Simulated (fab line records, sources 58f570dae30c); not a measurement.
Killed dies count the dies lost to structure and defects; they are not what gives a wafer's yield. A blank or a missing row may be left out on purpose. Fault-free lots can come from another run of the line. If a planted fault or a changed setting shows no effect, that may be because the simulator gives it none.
Shared-tool check || flow berkeley-cmos170 || 42 wafers sampled across 14 lots

REASON IT WAS OPENED
At UCB170_GATE_THK_MEAS_02 the reading GATE_OXIDE_THK is flagged on 2 of 14 lots. Fault-free wafers read 6.57 nm, with a standard deviation of 0.085.
Rule: a lot gets a flag if all its wafers with a number sit over 4 standard deviations from that mean, or if no wafer of it has a number. The rest of the lots are taken to be sound.

{"lot": "L895", "measured": "day 6 23:26", "on": "film-metro-03", "GATE_OXIDE_THK (nm), wafer by wafer": "6.34 6.34 6.36", "flag": ""}
{"lot": "L896", "measured": "day 7 15:31", "on": "film-metro-02", "GATE_OXIDE_THK (nm), wafer by wafer": "6.53 6.59 6.58", "flag": ""}
{"lot": "L901", "measured": "day 8 10:08", "on": "film-metro-04", "GATE_OXIDE_THK (nm), wafer by wafer": "6.58 6.49 6.44", "flag": ""}
{"lot": "L903", "measured": "day 8 10:11", "on": "film-metro-03", "GATE_OXIDE_THK (nm), wafer by wafer": "6.50 6.54 6.54", "flag": ""}
{"lot": "L899", "measured": "day 8 10:13", "on": "film-metro-02", "GATE_OXIDE_THK (nm), wafer by wafer": "6.53 6.46 6.41", "flag": ""}
{"lot": "L898", "measured": "day 8 10:14", "on": "film-metro-03", "GATE_OXIDE_THK (nm), wafer by wafer": "6.61 6.59 6.68", "flag": ""}
{"lot": "L904", "measured": "day 8 17:41", "on": "film-metro-03", "GATE_OXIDE_THK (nm), wafer by wafer": "5.71 5.82 5.81", "flag": "FLAGGED"}
{"lot": "L905", "measured": "day 8 17:41", "on": "film-metro-02", "GATE_OXIDE_THK (nm), wafer by wafer": "5.76 5.81 5.88", "flag": "FLAGGED"}
{"lot": "L909", "measured": "day 9 17:32", "on": "film-metro-02", "GATE_OXIDE_THK (nm), wafer by wafer": "6.48 6.58 6.65", "flag": ""}
{"lot": "L910", "measured": "day 9 17:37", "on": "film-metro-04", "GATE_OXIDE_THK (nm), wafer by wafer": "6.68 6.61 6.56", "flag": ""}
{"lot": "L912", "measured": "day 10 18:44", "on": "film-metro-02", "GATE_OXIDE_THK (nm), wafer by wafer": "6.59 6.57 6.58", "flag": ""}
{"lot": "L913", "measured": "day 10 18:46", "on": "film-metro-03", "GATE_OXIDE_THK (nm), wafer by wafer": "6.66 6.46 6.56", "flag": ""}
{"lot": "L916", "measured": "day 11 05:53", "on": "film-metro-02", "GATE_OXIDE_THK (nm), wafer by wafer": "6.59 6.76 6.76", "flag": ""}
{"lot": "L918", "measured": "day 11 13:22", "on": "film-metro-02", "GATE_OXIDE_THK (nm), wafer by wafer": "6.64 6.58 6.64", "flag": ""}
The numbers of the flagged lots are 5.80 nm on average: -0.77 nm against the usual, or -9 standard deviations.

LOT BY LOT: THE TOOL USED
The record keeps 1 process step preceding the reading, out of 331 steps on the route. Cell contents, in order: the tool; ch with the chambers the sampled wafers went through; the start.
{"lot": "L895", "flag": "", "UCB170_GATE_OXIDATION_01": "furnace-02 ch 0, day 6 21:55"}
{"lot": "L896", "flag": "", "UCB170_GATE_OXIDATION_01": "furnace-02 ch 0, day 7 13:59"}
{"lot": "L901", "flag": "", "UCB170_GATE_OXIDATION_01": "furnace-02 ch 0, day 8 08:38"}
{"lot": "L903", "flag": "", "UCB170_GATE_OXIDATION_01": "furnace-02 ch 0, day 8 08:38"}
{"lot": "L899", "flag": "", "UCB170_GATE_OXIDATION_01": "furnace-02 ch 0, day 8 08:38"}
{"lot": "L898", "flag": "", "UCB170_GATE_OXIDATION_01": "furnace-02 ch 0, day 8 08:38"}
{"lot": "L904", "flag": "FLAGGED", "UCB170_GATE_OXIDATION_01": "furnace-02 ch 0, day 8 16:10"}
{"lot": "L905", "flag": "FLAGGED", "UCB170_GATE_OXIDATION_01": "furnace-02 ch 0, day 8 16:10"}
{"lot": "L909", "flag": "", "UCB170_GATE_OXIDATION_01": "furnace-01 ch 0, day 9 16:02"}
{"lot": "L910", "flag": "", "UCB170_GATE_OXIDATION_01": "furnace-01 ch 0, day 9 16:02"}
{"lot": "L912", "flag": "", "UCB170_GATE_OXIDATION_01": "furnace-04 ch 0, day 10 17:14"}
{"lot": "L913", "flag": "", "UCB170_GATE_OXIDATION_01": "furnace-04 ch 0, day 10 17:14"}
{"lot": "L916", "flag": "", "UCB170_GATE_OXIDATION_01": "furnace-01 ch 0, day 11 04:22"}
{"lot": "L918", "flag": "", "UCB170_GATE_OXIDATION_01": "furnace-01 ch 0, day 11 11:52"}
These steps, and what they do:
- UCB170_GATE_OXIDATION_01: target thk 6.6 nm, ox time 1800 s.
- UCB170_GATE_THK_MEAS_02

FLAGGED OVER TOTAL, TOOL BY TOOL (the gauges that took the reading come last)
{"step": "UCB170_GATE_OXIDATION_01", "tool": "furnace-01", "lots run": 4, "flagged": 0, "share of the flagged lots": "none", "sound lots run after its first flagged lot": "-"}
{"step": "UCB170_GATE_OXIDATION_01", "tool": "furnace-02", "lots run": 8, "flagged": 2, "share of the flagged lots": "all", "sound lots run after its first flagged lot": 0}
{"step": "UCB170_GATE_OXIDATION_01", "tool": "furnace-04", "lots run": 2, "flagged": 0, "share of the flagged lots": "none", "sound lots run after its first flagged lot": "-"}
{"step": "UCB170_GATE_THK_MEAS_02", "tool": "film-metro-02", "lots run": 7, "flagged": 1, "share of the flagged lots": "some", "sound lots run after its first flagged lot": "4 (L909,L912,L916,L918)"}
{"step": "UCB170_GATE_THK_MEAS_02", "tool": "film-metro-03", "lots run": 5, "flagged": 1, "share of the flagged lots": "some", "sound lots run after its first flagged lot": "1 (L913)"}
{"step": "UCB170_GATE_THK_MEAS_02", "tool": "film-metro-04", "lots run": 2, "flagged": 0, "share of the flagged lots": "none", "sound lots run after its first flagged lot": "-"}

WHAT THE TABLE PERMITS
Rows of the table that ran each flagged lot: 1, that is furnace-02 at UCB170_GATE_OXIDATION_01.
- furnace-02 at UCB170_GATE_OXIDATION_01: 2 of its 8 lots flagged. Last sound lot L898 at day 8 08:38, first flagged lot L904 at day 8 16:10; a fault beginning in between fits. Its own readings (spike-tc-centre-C, spike-tc-source-C, tube-center-temp-C, tube_center_temp_C_max) fall more than 4 standard deviations out on all wafers of the flagged lots.
One tool is left: furnace-02 at UCB170_GATE_OXIDATION_01.

WHAT THE SIMULATOR PUT IN
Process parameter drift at UCB170_GATE_OXIDATION_01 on furnace-02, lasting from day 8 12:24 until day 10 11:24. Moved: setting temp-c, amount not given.
Shown lots that were struck: L904, L905. The rule given above showed the same thing.
